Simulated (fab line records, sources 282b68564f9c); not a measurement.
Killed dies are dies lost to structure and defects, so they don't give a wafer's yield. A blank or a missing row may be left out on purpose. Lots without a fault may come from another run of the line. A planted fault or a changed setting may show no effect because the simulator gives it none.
fab line records | flow rit_cmos
record lots=5 wafers=27
route steps=202 shown ACTIVE@2 FOX2@25 GATE@84 M1@202
start_h: hours from the record's first day to the start of the lot's first wafer shown | wait_h: hours since the lot's step before | " the same as in the row above | L1.1+2: a row that stands for several wafers | - no value, or no start given | * or withheld: withheld | < > ~ a bound
route shown NAME@n: a module of which the file shows steps, and the number in the route of the first | usual: mean/standard deviation of fault-free wafers | same: alike in all rows | chamber/n: place in a boat | sites: the reading at each site | _std_site: their standard deviation | _edge_site: outer sites' mean less inner sites' | radius_mm: how far each site lies from the wafer's centre | mask NAME#n: copy n | behind: the tool/chamber that last shaped the wafer | hold: why the lot was held/for how many hours/how that ended | device: the transistor (n, p or np) that didn't switch | end of line: the same wafers' tests at the end of the route | a step without rows: its recipe alone | killed: dies lost to structure and defects at the first sort, not the wafer's yield | map: a wafer's dies, x killed, . not, _ none there
set.NAME: the setting as run; set.NAME@STEP: as run at that earlier step | model.NAME: the simulator's own value behind a step, which no gauge read
lots whose settings were changed on purpose; a table a step, a row a wafer
## steps
# step RIT_ACTIVE_OXIDATION_01
# recipe temp_c=1000 ambient=O2 target_thk_a=468 ox_time_s=3360
# columns lot.wafer tool chamber start_h wait_h set.ox_time_s model.SiO2_of_ACTIVE_OXIDATION_01.thk_nm
L077.1 - - - 0.8 3360 47.87
L077.2 " - " " 3360 48.05
L077.3 " - " " 3360 47.72
L077.4 " - " " 3360 48.08
L077.5 " - " " 3360 48.5
L077.6 " - " " 3360 48.8
L079.1 - - - 0.2 4830 58.89
L079.2 " - " " 4830 57.82
L079.3 " - " " 4830 58.13
L079.4 " - " " 4830 58.93
L079.5 " - " " 4830 58.53
L079.6 " - " " 4830 58.21
L080.1 - - - 0.5 3360 46.24
L080.2 " - " " 3360 46.49
L080.3 " - " " 3360 46.53
L080.4 " - " " 3360 46.32
L080.5 " - " " 3360 45.86
L080.6 " - " " 3360 45.9
L083.1 - - - 0.1 5371 65.76
L083.2 " - " " 5371 64.88
L083.3 " - " " 5371 64.71
L083.4 " - " " 5371 65.18
L083.5 " - " " 5371 64.81
L083.6 " - " " 5371 65.29
L085.1 furnace-01 0 67.09 2.1 3360 46.59
L085.3+6 " 0 " " 3360 46.27
# step RIT_ACTIVE_THK_MEAS_02
# recipe reads=SiO2_of_ACTIVE_OXIDATION_01
# usual ACTIVE_OXIDE_THK=46.8/1.1
# columns lot.wafer tool chamber start_h wait_h set.ox_time_s@ACTIVE_OXIDATION_01 ACTIVE_OXIDE_THK[nm]
L077.1 film_metro-01 - - - 3360 47.9
L077.2 " - " " 3360 48.0
L077.3 " - " " 3360 47.8
L077.4 " - " " 3360 48.1
L077.5 " - " " 3360 48.5
L077.6 " - " " 3360 48.8
L079.1 film_metro-04 - - - 4830 58.9
L079.2 " - " " 4830 57.8
L079.3 " - " " 4830 58.1
L079.4 " - " " 4830 59.0
L079.5 " - " " 4830 58.6
L079.6 " - " " 4830 58.2
L080.1 film_metro-01 - - - 3360 46.3
L080.2 " - " " 3360 46.5
L080.3 " - " " 3360 46.5
L080.4 " - " " 3360 46.3
L080.5 " - " " 3360 45.9
L080.6 " - " " 3360 45.9
L083.1 film_metro-02 - - - 5371 65.7
L083.2 " - " " 5371 64.8
L083.3 " - " " 5371 64.8
L083.4 " - " " 5371 65.1
L083.5 " - " " 5371 64.8
L083.6 " - " " 5371 65.2
L085.1 film_metro-01 - 69.02 0.0 3360 46.6
L085.3 " - " " 3360 46.3
L085.6 " - " " 3360 46.3
# step RIT_ACTIVE_HMDS_05
# recipe prime_time_s=60 prime_temp_c=140
# columns lot.wafer tool chamber start_h wait_h set.prime_time_s
L077.1+2+4 litho_track-04 0 29.96 0.1 60
L077.3+5+6 " 0 " " 34.75
L079.1+3+6 litho_track-02 0 39.39 0.1 33.16
L079.2+4+5 " 0 " " 60
L080.1+2+5 litho_track-02 0 44.01 0.1 60
L080.3+4+6 " 0 " " 90.01
L083.1+2+3+4+5+6 litho_track-03 0 58.60 0.1 60
L085.1+3+6 litho_track-03 0 71.36 0.1 60
# step RIT_ACTIVE_COAT_06
# recipe resist=NOVOLAK spin_rpm=3250 resist_thk_nm=1000
# step RIT_ACTIVE_SOFTBAKE_07
# recipe resist=NOVOLAK temp_c=90 time_s=60
# step RIT_FOX2_CLEAN_02
# recipe chemistry=dHF dilution=50:1 time_s=180
# step RIT_FOX2_WET_ETCH_03
# recipe chemistry=H3PO4 target=Si3N4 target_depth_nm=195 temp_c=165 time_s=2700
# columns lot.wafer tool chamber start_h wait_h set.ox_time_s@ACTIVE_OXIDATION_01 model.SiO2_of_ACTIVE_OXIDATION_01.thk_nm
L077.1 wet_bench-03 0 37.01 0.0 3360 42.46
L077.2 " 0 " " 3360 42.63
L077.3 " 0 " " 3360 39.86
L077.4 " 0 " " 3360 42.65
L077.5 " 0 " " 3360 40.58
L077.6 " 0 " " 3360 43.3
L079.1 wet_bench-04 0 44.77 0.0 4830 50.77
L079.2 " 0 " " 4830 51.5
L079.3 " 0 " " 4830 51.82
L079.4 " 0 " " 4830 50.96
L079.5 " 0 " " 4830 52.18
L079.6 " 0 " " 4830 51.86
L080.1 wet_bench-03 0 50.19 0.0 3360 39.75
L080.2 " 0 " " 3360 41.5
L080.3 " 0 " " 3360 39.84
L080.4 " 0 " " 3360 41.31
L080.5 " 0 " " 3360 40.92
L080.6 " 0 " " 3360 40.96
L083.1 wet_bench-04 2 66.43 0.0 5371 58.22
L083.2 " 2 " " 5371 54.81
L083.3 " 2 " " 5371 57.09
L083.4 " 2 " " 5371 57.49
L083.5 " 2 " " 5371 54.76
L083.6 " 2 " " 5371 57.8
L085.1 wet_bench-03 2 77.42 0.0 3360 39.91
L085.3 " 2 " " 3360 41.16
L085.6 " 2 " " 3360 41.19
# step RIT_GATE_CVD_08
# recipe material=poly-Si target_thk_nm=250 temp_c=610 precursor=SiH4 time_s=2220 pressure_mtorr=300 sih4_flow_sccm=100
# columns lot.wafer tool chamber start_h wait_h set.time_s model.poly-Si_of_GATE_CVD_08.thk_nm
L077.1 - - - 0.1 2220 249.6
L077.2 " - " " 2220 248.1
L077.3 " - " " 2220 249.5
L077.4 " - " " 2220 250.9
L077.5 " - " " 2220 247.6
L077.6 " - " " 2220 249.7
L079.1 - - - 0.1 3186 358.4
L079.2 " - " " 3186 361.8
L079.3 " - " " 3186 357.1
L079.4 " - " " 3186 359.3
L079.5 " - " " 3186 358.6
L079.6 " - " " 3186 360.9
L080.1 - - - 0.1 995.3 109.1
L080.2 " - " " 995.3 107.6
L080.3 " - " " 995.3 107.8
L080.4 " - " " 995.3 108.2
L080.5 " - " " 995.3 107.7
L080.6 " - " " 995.3 108.6
L083.1 - - - 1.2 2220 247.2
L083.2+3 " - " " 2220 247.1
L083.4 " - " " 2220 245.5
L083.5 " - " " 2220 246.3
L083.6 " - " " 2220 248.1
L085.1 lpcvd-02 0 95.20 0.1 2220 252.2
L085.3 " 0 " " 2220 253.8
L085.6 " 0 " " 2220 251.9
# step RIT_GATE_THK_MEAS_09
# recipe reads=poly-Si_of_GATE_CVD_08
# usual GATE_POLY_THK=249.0/2.3
# columns lot.wafer tool chamber start_h wait_h set.time_s@GATE_CVD_08 GATE_POLY_THK[nm]
L077.1 film_metro-02 - - - 2220 249.9
L077.2 " - " " 2220 248.1
L077.3 " - " " 2220 249.7
L077.4 " - " " 2220 250.9
L077.5 " - " " 2220 247.6
L077.6 " - " " 2220 249.7
L079.1 film_metro-03 - - - 3186 358.6
L079.2 " - " " 3186 361.7
L079.3 " - " " 3186 356.8
L079.4 " - " " 3186 359.3
L079.5 " - " " 3186 358.7
L079.6 " - " " 3186 360.5
L080.1 film_metro-03 - - - 995.3 109.0
L080.2 " - " " 995.3 107.7
L080.3 " - " " 995.3 107.8
L080.4 " - " " 995.3 108.2
L080.5 " - " " 995.3 107.8
L080.6 " - " " 995.3 108.6
L083.1 film_metro-02 - - - 2220 247.3
L083.2 " - " " 2220 247.2
L083.3 " - " " 2220 247.0
L083.4 " - " " 2220 245.5
L083.5 " - " " 2220 246.5
L083.6 " - " " 2220 248.2
L085.1 film_metro-02 - 97.62 0.0 2220 252.2
L085.3 " - " " 2220 253.8
L085.6 " - " " 2220 251.6
# step RIT_GATE_HMDS_10
# recipe prime_time_s=60 prime_temp_c=140
# step RIT_GATE_COAT_11
# recipe resist=NOVOLAK spin_rpm=4250 resist_thk_nm=850
# step RIT_GATE_HARDBAKE_18
# recipe resist=NOVOLAK temp_c=140 time_s=60
# step RIT_GATE_ETCH_19
# recipe chemistry=SF6/CHF3/O2 time_s=165 SF6_flow_sccm=30 CHF3_flow_sccm=30 O2_flow_sccm=5 target=poly-Si pressure_mtorr=40 rf_w=160 target_depth_a=3125 over_etch_frac=0.25 stop_on=SiO2
# usual oes_product_au=0.851/0.014
# columns lot.wafer tool chamber start_h wait_h set.time_s@GATE_CVD_08 oes_product_au model.etch.depth_nm model.GATE.feature_depth_nm
L077.1 rie_si-01 3 55.26 0.1 2220 0.839 249.6 249.6
L077.2 " 1 " " 2220 0.830 248.1 248
L077.3 " 0 " " 2220 0.853 249.5 249.5
L077.4 " 2 " " 2220 0.856 250.9 250.9
L077.5 " 2 " " 2220 0.853 247.6 247.6
L077.6 " 3 " " 2220 0.839 249.7 249.7
L079.1 rie_si-01 2 63.36 0.1 3186 0.986 306 306
L079.2 " 1 " " 3186 0.956 301.4 301.4
L079.3 " 3 " " 3186 0.978 305.6 305.6
L079.4 " 0 " " 3186 1.021 317.3 317.3
L079.5 " 1 " " 3186 0.955 296.3 296.3
L079.6 " 2 " " 3186 0.993 304.7 304.7
L080.1 rie_si-02 3 72.29 0.1 995.3 0.533 109.1 109.1
L080.2 " 0 " " 995.3 0.519 107.6 107.6
L080.3 " 2 " " 995.3 0.509 107.8 107.8
L080.4 " 3 " " 995.3 0.523 108.2 108.2
L080.5 " 0 " " 995.3 0.521 107.7 107.7
L080.6 " 2 " " 995.3 0.506 108.6 108.6
L083.1 rie_si-01 0 86.97 0.1 2220 0.848 247.2 247.2
L083.2 " 2 " " 2220 0.843 247.1 247.1
L083.3 " 1 " " 2220 0.839 247.1 247.1
L083.4 " 3 " " 2220 0.828 245.5 245.5
L083.5 " 2 " " 2220 0.843 246.3 246.3
L083.6 " 3 " " 2220 0.830 248.1 248.1
L085.1 rie_si-01 0 98.97 0.1 2220 0.869 252.2 252.2
L085.3 " 2 " " 2220 0.867 253.8 253.8
L085.6 " 2 " " 2220 0.866 251.9 251.9
# step RIT_M1_PROBE_99
# usual killed_at_contacts=0.0/0.16 killed_at_front_end=7/3.5 killed_dies=7/3.5 killed_open=3.5/2.1 killed_short=3.6/2.4
# same gross_dies=264 killed_at_M0_to_M3=0 killed_at_M4_up=0 killed_at_back_side=0 killed_at_other=0
# columns lot.wafer tool chamber start_h wait_h set.ox_time_s@ACTIVE_OXIDATION_01 killed_at_contacts killed_at_front_end killed_dies killed_open killed_short model.etest.nldd.width_nm model.etest.nmos_narrow.drive_ua_um model.etest.pldd.width_nm model.etest.pmos_narrow.drive_ua_um
L077.1 prober-02 - 76.21 0.1 3360 0 3 3 0 3 3174 220.4 3196 100.3
L077.2 prober-02 - 76.26 0.1 3360 0 5 5 2 3 3161 225.9 3148 102.4
L077.3 prober-02 - 76.31 0.2 3360 0 3 3 1 2 3160 218.9 3157 97.76
L077.4 prober-02 - 76.36 0.2 3360 0 6 6 5 1 3169 217.6 3161 98.31
L077.5 prober-02 - 76.41 0.2 3360 0 6 6 3 3 3156 222.8 3150 99.73
L077.6 prober-02 - 76.46 0.2 3360 0 5 5 3 2 3161 219 3150 100.6
L079.1 prober-02 - 85.94 0.1 4830 0 264 264 2 3 - - - -
L079.2 prober-02 - 85.99 0.1 4830 0 264 264 0 3 - - - -
L079.3 prober-02 - 86.04 0.2 4830 0 264 264 0 4 - - - -
L079.4 prober-02 - 86.09 0.2 4830 0 264 264 6 1 - - - -
L079.5 prober-02 - 86.14 0.2 4830 0 264 264 4 6 - - - -
L079.6 prober-02 - 86.19 0.2 4830 0 264 264 5 1 - - - -
L080.1 prober-01 - 92.02 0.1 3360 0 11 11 8 3 - - - -
L080.2 prober-01 - 92.07 0.1 3360 0 3 3 2 1 - - - -
L080.3 prober-01 - 92.12 0.2 3360 0 13 13 8 5 - - - -
L080.4 prober-01 - 92.17 0.2 3360 0 8 8 4 4 - - - -
L080.5 prober-01 - 92.22 0.2 3360 0 17 17 5 12 - - - -
L080.6 prober-01 - 92.27 0.2 3360 0 11 11 5 6 - - - -
L083.1 prober-02 - 108.08 0.1 5371 0 4 4 1 3 2912 157.2 2889 77.86
L083.2 prober-02 - 108.13 0.1 5371 0 7 7 6 1 2932 163.1 2928 80.69
L083.3 prober-02 - 108.18 0.2 5371 0 5 5 3 2 2913 166.2 2923 82.68
L083.4 prober-02 - 108.23 0.2 5371 0 6 6 4 2 2892 162.7 2915 77.66
L083.5 prober-02 - 108.28 0.2 5371 0 6 6 2 4 2914 164.7 2925 78.2
L083.6 prober-02 - 108.33 0.2 5371 0 7 7 3 4 2928 162.4 2908 79.15
L085.1 prober-02 - 119.06 0.1 3360 0 9 9 4 5 3169 228.4 3172 103.6
L085.3 prober-02 - 119.16 0.2 3360 0 5 5 4 1 3170 229.5 3160 106.4
L085.6 prober-02 - 119.31 0.2 3360 1 3 4 3 1 3177 229.6 3168 103.9
# killed by level:class
L077.1 FOX1:geometric_particle:short=1 FOX2:geometric_particle:short=1 SPACER:geometric_particle:short=1
L077.2 FOX1:geometric_particle:open=1 FOX1:geometric_particle:short=1 FOX2:geometric_particle:short=1 FOX2:geometric_particle:open=1 GATE:geometric_particle:short=1
L077.3 FOX1:geometric_particle:short=1 GATE:geometric_particle:short=1 REOX:geometric_particle:open=1
L077.4 GATE:geometric_particle:open=3 SPACER:geometric_particle:open=2 GATE:geometric_particle:short=1
L077.5 FOX1:geometric_particle:short=2 GATE:geometric_particle:open=2 SPACER:geometric_particle:open=1 SPACER:geometric_particle:short=1
L077.6 FOX1:geometric_particle:open=1 GATE:geometric_particle:open=1 GATE:geometric_particle:short=1 REOX:geometric_particle:short=1 SPACER:geometric_particle:open=1
L079.1 GATE:area_etch=259 FOX2:geometric_particle:short=1 FOX2:geometric_particle:open=1 GATE:geometric_particle:open=1 REOX:geometric_particle:short=1 SPACER:geometric_particle:short=1
L079.2 GATE:area_etch=261 SILICIDE:geometric_particle:short=2 REOX:geometric_particle:short=1
L079.3 GATE:area_etch=260 GATE:geometric_particle:short=2 FOX2:geometric_particle:short=1 SPACER:geometric_particle:short=1
L079.4 GATE:area_etch=257 FOX1:geometric_particle:open=3 GATE:geometric_particle:open=2 REOX:geometric_particle:open=1 SPACER:geometric_particle:short=1
L079.5 GATE:area_etch=254 GATE:geometric_particle:short=3 GATE:geometric_particle:open=2 SILICIDE:geometric_particle:short=2 REOX:geometric_particle:short=1 REOX:geometric_particle:open=1 SILICIDE:geometric_particle:open=1
L079.6 GATE:area_etch=258 GATE:geometric_particle:open=2 SILICIDE:geometric_particle:open=2 FOX1:geometric_particle:short=1 SPACER:geometric_particle:open=1
L080.1 GATE:geometric_particle:open=4 FOX2:geometric_particle:short=2 REOX:geometric_particle:open=2 FOX2:geometric_particle:open=1 SPACER:geometric_particle:short=1 SILICIDE:geometric_particle:open=1
L080.2 SILICIDE:geometric_particle:open=2 SILICIDE:geometric_particle:short=1
L080.3 REOX:geometric_particle:open=3 FOX1:geometric_particle:short=2 GATE:geometric_particle:open=2 REOX:geometric_particle:short=2 SPACER:geometric_particle:open=2 FOX1:geometric_particle:open=1 FOX2:geometric_particle:short=1
L080.4 FOX1:geometric_particle:open=3 FOX1:geometric_particle:short=1 GATE:geometric_particle:short=1 REOX:geometric_particle:short=1 REOX:geometric_particle:open=1 SPACER:geometric_particle:short=1
L080.5 GATE:geometric_particle:short=5 REOX:geometric_particle:open=3 FOX1:geometric_particle:short=2 FOX1:geometric_particle:open=2 SPACER:geometric_particle:short=2 SILICIDE:geometric_particle:short=2 FOX2:geometric_particle:short=1
L080.6 FOX1:geometric_particle:short=2 GATE:geometric_particle:open=2 REOX:geometric_particle:short=2 SPACER:geometric_particle:open=2 GATE:geometric_particle:short=1 SPACER:geometric_particle:short=1 SILICIDE:geometric_particle:open=1
L083.1 FOX1:geometric_particle:short=2 SPACER:geometric_particle:open=1 SILICIDE:geometric_particle:short=1
L083.2 GATE:geometric_particle:open=3 GATE:geometric_particle:short=1 FOX2:geometric_particle:open=1 SPACER:geometric_particle:open=1 SILICIDE:geometric_particle:open=1
L083.3 GATE:geometric_particle:short=2 REOX:geometric_particle:open=2 GATE:geometric_particle:open=1
L083.4 GATE:geometric_particle:open=2 FOX1:geometric_particle:open=1 GATE:geometric_particle:short=1 SPACER:geometric_particle:open=1 SILICIDE:geometric_particle:short=1
L083.5 GATE:geometric_particle:short=3 FOX1:geometric_particle:open=1 GATE:geometric_particle:open=1 SPACER:geometric_particle:short=1
L083.6 GATE:geometric_particle:open=3 GATE:geometric_particle:short=3 FOX1:geometric_particle:short=1
L085.1 GATE:geometric_particle:short=3 FOX2:geometric_particle:open=2 FOX1:geometric_particle:open=1 FOX2:geometric_particle:short=1 GATE:geometric_particle:open=1 SPACER:geometric_particle:short=1
L085.3 GATE:geometric_particle:open=1 REOX:geometric_particle:open=1 SPACER:geometric_particle:short=1 SPACER:geometric_particle:open=1 SILICIDE:geometric_particle:open=1
L085.6 GATE:geometric_particle:open=2 GATE:geometric_particle:short=1 CONTACT:geometric_particle:open=1
## key
split step=RIT_ACTIVE_OXIDATION_01 setting=ox_time_s stated=3360 by=lot
response step=RIT_ACTIVE_OXIDATION_01 reading=model.SiO2_of_ACTIVE_OXIDATION_01.thk_nm change=+0.29 per=1% r=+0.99
response step=RIT_ACTIVE_THK_MEAS_02 reading=ACTIVE_OXIDE_THK change=+0.29 per=1% r=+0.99
response step=RIT_FOX2_WET_ETCH_03 reading=model.SiO2_of_ACTIVE_OXIDATION_01.thk_nm change=+0.252 per=1% r=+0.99
response step=RIT_M1_PROBE_99 reading=model.etest.nldd.width_nm change=-4.2 per=1% r=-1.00
response step=RIT_M1_PROBE_99 reading=model.etest.pldd.width_nm change=-4.15 per=1% r=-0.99
response step=RIT_M1_PROBE_99 reading=model.etest.nmos_narrow.drive_ua_um change=-1.02 per=1% r=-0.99
response step=RIT_M1_PROBE_99 reading=model.etest.pmos_narrow.drive_ua_um change=-0.369 per=1% r=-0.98
split step=RIT_ACTIVE_HMDS_05 setting=prime_time_s stated=60 by=wafer
response none clear
split step=RIT_GATE_CVD_08 setting=time_s stated=2220 by=lot
response step=RIT_GATE_CVD_08 reading=model.poly-Si_of_GATE_CVD_08.thk_nm change=+2.55 per=1% r=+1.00
response step=RIT_GATE_THK_MEAS_09 reading=GATE_POLY_THK change=+2.54 per=1% r=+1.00
response step=RIT_GATE_ETCH_19 reading=oes_product_au change=+0.00478 per=1% r=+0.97
response step=RIT_GATE_ETCH_19 reading=model.etch.depth_nm change=+2.04 per=1% r=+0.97
response step=RIT_GATE_ETCH_19 reading=model.GATE.feature_depth_nm change=+2.04 per=1% r=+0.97
